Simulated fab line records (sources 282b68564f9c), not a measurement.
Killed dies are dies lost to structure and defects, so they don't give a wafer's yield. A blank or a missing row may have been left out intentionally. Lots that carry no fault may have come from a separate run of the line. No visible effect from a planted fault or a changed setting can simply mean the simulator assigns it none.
What tool caused it? | flow ritCmos | Sampling: 14 lots, 42 wafers, 6 of 202 route steps

## WHAT EACH GAUGE READ, for each wafer
RIT_SILICIDE_RS_MEAS_02: measurement is done with a four-point probe.
lot  | measured    | on           | SILICIDE_TI_RS (ohm/sq)
L132 | day 3 04:01 | filmMetro-01 | 47.7 47.4 49.0
L133 | day 3 10:01 | filmMetro-02 | 46.8 47.9 47.2
L134 | day 3 13:56 | filmMetro-01 | 48.4 48.3 48.1
L136 | day 4 05:26 | filmMetro-02 | 48.7 48.2 48.3
L137 | day 4 07:10 | filmMetro-02 | 48.0 47.6 48.5
L138 | day 4 09:03 | filmMetro-04 | 48.0 49.1 47.8
L140 | day 4 23:08 | filmMetro-04 | 48.5 48.2 48.6
L143 | day 5 19:53 | filmMetro-04 | 25.1 25.1 25.3
L146 | day 6 07:01 | filmMetro-04 | 24.9 25.0 24.8
L148 | day 6 19:47 | filmMetro-04 | 47.2 47.3 47.5
L149 | day 7 06:29 | filmMetro-01 | 47.6 47.8 47.7
L151 | day 7 08:08 | filmMetro-04 | 46.9 46.6 47.0
L154 | day 8 03:28 | filmMetro-04 | 48.0 48.0 47.6
L155 | day 8 05:43 | filmMetro-04 | 46.7 47.4 46.8

RIT_SILICIDE_THK_MEAS_03: measures by xrf.
lot  | measured    | on           | SILICIDE_TI_THK (nm)
L132 | day 3 04:08 | filmMetro-01 | 30.5 30.7 30.0
L133 | day 3 10:07 | filmMetro-02 | 31.0 30.4 30.8
L134 | day 3 14:03 | filmMetro-01 | 30.2 30.3 30.5
L136 | day 4 05:34 | filmMetro-02 | 30.0 30.3 30.1
L137 | day 4 07:17 | filmMetro-02 | 30.1 30.5 30.0
L138 | day 4 09:10 | filmMetro-04 | 30.6 29.9 30.5
L140 | day 4 23:14 | filmMetro-04 | 30.2 30.4 30.1
L143 | day 5 20:00 | filmMetro-04 | 51.8 51.9 51.5
L146 | day 6 07:07 | filmMetro-04 | 51.9 51.7 52.1
L148 | day 6 19:53 | filmMetro-04 | 30.9 30.9 30.7
L149 | day 7 06:35 | filmMetro-01 | 30.7 30.6 30.6
L151 | day 7 08:14 | filmMetro-04 | 31.1 31.4 31.2
L154 | day 8 03:35 | filmMetro-04 | 30.6 30.7 30.9
L155 | day 8 05:49 | filmMetro-04 | 31.3 31.1 31.3

RIT_CONTACT_OVL_MEAS_09.
lot  | measured    | on         | CONTACT_OVL (nm)
L132 | day 3 05:52 | overlay-01 | -0.4 -0.3 -0.7
L133 | day 3 11:32 | overlay-01 | 1.5 1.0 2.0
L134 | day 3 15:29 | overlay-01 | 1.1 -0.4 -1.1
L136 | day 4 07:04 | overlay-01 | 2.9 1.9 -0.5
L137 | day 4 08:54 | overlay-02 | -0.8 -1.1 -1.5
L138 | day 4 10:54 | overlay-01 | 0.4 2.8 1.3
L140 | day 5 00:52 | overlay-01 | -1.0 -0.9 -0.7
L143 | day 5 21:34 | overlay-01 | 2.4 2.6 2.3
L146 | day 6 08:33 | overlay-02 | 3.3 1.1 2.1
L148 | day 6 21:19 | overlay-01 | 1.1 1.6 1.4
L149 | day 7 08:08 | overlay-01 | -2.1 -2.4 -1.2
L151 | day 7 09:47 | overlay-02 | -2.0 -0.8 -3.4
L154 | day 8 05:02 | overlay-01 | 0.3 -0.9 1.3
L155 | day 8 07:15 | overlay-01 | -1.1 -1.7 -1.2

## TOOL THAT RAN EACH LOT (tool first, then ch and the chambers of the sampled wafers, then the start)
lot  | RIT_GATE_STRIP_20                  | RIT_SILICIDE_SPUTTER_01    | RIT_SILICIDE_RTA_04
L132 | plasmaAsher-02 ch 0,1, day 2 14:20 | pvdSputter-02, day 3 03:52 | rtpAnneal-02 ch 0, day 3 04:12
L133 | plasmaAsher-03 ch 0, day 2 21:04   | pvdSputter-02, day 3 09:50 | rtpAnneal-01 ch 0, day 3 10:11
L134 | plasmaAsher-03 ch 0,1, day 3 00:37 | pvdSputter-01, day 3 13:47 | rtpAnneal-02 ch 0, day 3 14:07
L136 | plasmaAsher-02 ch 0,1, day 3 15:17 | pvdSputter-01, day 4 05:17 | rtpAnneal-02 ch 0, day 4 05:37
L137 | plasmaAsher-01 ch 0,1, day 3 16:42 | pvdSputter-03, day 4 07:00 | rtpAnneal-01 ch 0, day 4 07:22
L138 | plasmaAsher-03 ch 0,1, day 3 20:16 | pvdSputter-02, day 4 08:54 | rtpAnneal-02 ch 0, day 4 09:14
L140 | plasmaAsher-03 ch 0,1, day 4 09:30 | pvdSputter-01, day 4 22:57 | rtpAnneal-02 ch 0, day 4 23:18
L143 | plasmaAsher-01 ch 0,1, day 5 05:14 | pvdSputter-02, day 5 19:44 | rtpAnneal-01 ch 0, day 5 20:04
L146 | plasmaAsher-01 ch 0,1, day 5 17:47 | pvdSputter-02, day 6 06:50 | rtpAnneal-02 ch 0, day 6 07:11
L148 | plasmaAsher-01 ch 0,1, day 6 05:55 | pvdSputter-03, day 6 19:37 | rtpAnneal-02 ch 0, day 6 19:57
L149 | plasmaAsher-01 ch 0,1, day 6 17:43 | pvdSputter-01, day 7 06:18 | rtpAnneal-02 ch 0, day 7 06:39
L151 | plasmaAsher-03 ch 0,1, day 6 18:30 | pvdSputter-03, day 7 07:56 | rtpAnneal-01 ch 0, day 7 08:17
L154 | plasmaAsher-02 ch 1, day 7 12:19   | pvdSputter-01, day 8 03:19 | rtpAnneal-02 ch 0, day 8 03:39
L155 | plasmaAsher-03 ch 0,1, day 7 15:19 | pvdSputter-03, day 8 05:32 | rtpAnneal-01 ch 0, day 8 05:53
- RIT_GATE_STRIP_20: strips in O2, time 180 s.
- RIT_SILICIDE_SPUTTER_01: material Ti, target thk 30 nm, time 240 s.
- RIT_SILICIDE_RTA_04: time 10 s, ramp up 5 s, ramp down 5 s.

## AS READ BY THE TOOLS THEMSELVES (means over the sampled wafers that have a number; for cases with no such wafer, the mark the record gives instead)
RIT_GATE_STRIP_20.
lot  | tool           | drypumpMotorCurrentA (A) | o2FlowSccm (sccm)
L132 | plasmaAsher-02 | 5.55                     | 4000
L133 | plasmaAsher-03 | 6.04                     | 4001
L134 | plasmaAsher-03 | 5.91                     | 3996
L136 | plasmaAsher-02 | 5.79                     | 4002
L137 | plasmaAsher-01 | 5.65                     | 4002
L138 | plasmaAsher-03 | 5.90                     | 3998
L140 | plasmaAsher-03 | 5.77                     | 4013
L143 | plasmaAsher-01 | 5.63                     | 3997
L146 | plasmaAsher-01 | 5.62                     | 4002
L148 | plasmaAsher-01 | 5.63                     | 4000
L149 | plasmaAsher-01 | 5.63                     | 4005
L151 | plasmaAsher-03 | 5.89                     | 4012
L154 | plasmaAsher-02 | 5.24                     | 4010
L155 | plasmaAsher-03 | 5.77                     | 4001

RIT_SILICIDE_SPUTTER_01.
lot  | tool          | chamberPressurePa (Pa) | throttleValvePct (%)
L132 | pvdSputter-02 | 0.6674                 | 29.9
L133 | pvdSputter-02 | 0.6682                 | 31.4
L134 | pvdSputter-01 | 0.6672                 | 29.6
L136 | pvdSputter-01 | 0.6665                 | 29.8
L137 | pvdSputter-03 | 0.6677                 | 29.5
L138 | pvdSputter-02 | 0.6678                 | 31.3
L140 | pvdSputter-01 | 0.6674                 | 29.8
L143 | pvdSputter-02 | 0.6654                 | 31.3
L146 | pvdSputter-02 | 0.6688                 | 31.3
L148 | pvdSputter-03 | 0.6686                 | 29.6
L149 | pvdSputter-01 | 0.6653                 | 29.1
L151 | pvdSputter-03 | 0.6671                 | 29.6
L154 | pvdSputter-01 | 0.6679                 | 29.7
L155 | pvdSputter-03 | 0.6663                 | 29.9

RIT_SILICIDE_RTA_04.
lot  | tool         | wafer_temp_C_max
L132 | rtpAnneal-02 | 656.0
L133 | rtpAnneal-01 | 653.1
L134 | rtpAnneal-02 | 654.5
L136 | rtpAnneal-02 | 655.0
L137 | rtpAnneal-01 | 653.5
L138 | rtpAnneal-02 | 654.1
L140 | rtpAnneal-02 | 655.6
L143 | rtpAnneal-01 | 653.5
L146 | rtpAnneal-02 | 654.7
L148 | rtpAnneal-02 | 656.0
L149 | rtpAnneal-02 | 654.5
L151 | rtpAnneal-01 | 653.0
L154 | rtpAnneal-02 | 655.1
L155 | rtpAnneal-01 | 653.2

## THE ANSWER, worked out from the rows above alone
Rule: the usual values come from the lots themselves. Put in order of their means at a reading, lots are off if they are a third of the lots or fewer, leave a main group of 4 or more, and stand apart from it by a gap of 3 or more times the standard deviation of the main group's means; of several such gaps the widest counts. If all means in a main group match to the digits the tables above print for the reading, that group is not used. A lot without any number at a reading at which 4 lots or more have one is off too. Any other lot the step has rows for is counted as sound. First the gauges in route order, then the tools' own readings, where a lot's mean is used as printed above. At the first step where some lot is off, the reading lying furthest off is the one used; lots without a number count as furthest.
Off: at RIT_SILICIDE_RS_MEAS_02 (SILICIDE_TI_RS), L143, L146. Main group: mean 47.8 ohm/sq, sd 0.54.
If a tool, at a process step before that reading, ran all the lots that are off and no sound lot after the first of them, it fits. The gauges at RIT_SILICIDE_RS_MEAS_02 aren't tried: what is off there is off at RIT_SILICIDE_SPUTTER_01 too, on other tools, and a gauge's error can't cause that. One fits: RIT_SILICIDE_SPUTTER_01 on pvdSputter-02. A fault onset in the window from L138 (day 4 08:54, its last sound lot) to L143 (day 5 19:44, its first lot off) fits.

## WHAT THE SIMULATOR HAD INSERTED
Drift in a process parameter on pvdSputter-02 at RIT_SILICIDE_SPUTTER_01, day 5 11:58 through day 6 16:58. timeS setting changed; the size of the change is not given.
Struck lots among those shown: L143, L146. The rule above reached the same finding.
